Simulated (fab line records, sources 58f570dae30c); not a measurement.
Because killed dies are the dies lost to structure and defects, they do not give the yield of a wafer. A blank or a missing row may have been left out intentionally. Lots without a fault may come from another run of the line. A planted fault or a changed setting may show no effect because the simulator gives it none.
Chamber matching | flow berkeleyCmos170 | 3 sister chambers for UCB170_WELLDRIVE_CLEAN_00 on wetBench-01
The step cleans in SPM, time 600 s. 3 wafers are shown with their chamber, then 8 later ones without.

== WAFERS, EACH WITH ITS CHAMBER ==
wafer  | chamber | bathGuardTempC (C)
L669.6 | 3       | 118.7
L671.4 | 1       | 119.1
L673.3 | 0       | 119.6

== WAFERS MISSING THEIR CHAMBER ==
wafer  | bathGuardTempC (C)
L673.4 | 119.5
L673.6 | 120.0
L674.2 | 119.8
L674.3 | 119.9
L674.4 | 119.7
L675.1 | 118.7
L675.4 | 118.8
L675.5 | 118.5

== THE CHAMBER EACH PASSED THROUGH ==
wafer  | from the rows above     | in truth
L673.4 | can't be placed: 0 or 1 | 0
L673.6 | 0                       | 0
L674.2 | 0                       | 0
L674.3 | 0                       | 0
L674.4 | 0                       | 0
L675.1 | can't be placed: 3 or 1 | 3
L675.4 | can't be placed: 3 or 1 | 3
L675.5 | can't be placed: 3 or 1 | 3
Correct placement for 4 of the 8. Cannot be placed on the basis of these rows: 4; the candidates contain the true chamber in 4. Wrongly placed: 0.
How it was worked out, from the rows above alone: a wafer's distance from a chamber is the root of the sum, over the readings, of the square of ((its reading less the chamber's mean) divided by the reading's scatter). The wafer belongs to the nearest chamber; if the next one is less than 2 further off, it can't be placed. The mean given for a chamber averages the wafers shown for that chamber. The scatter (one wafer shown for each chamber): square how far every hidden wafer sits from the nearest shown wafer, average those squares and take the square root.
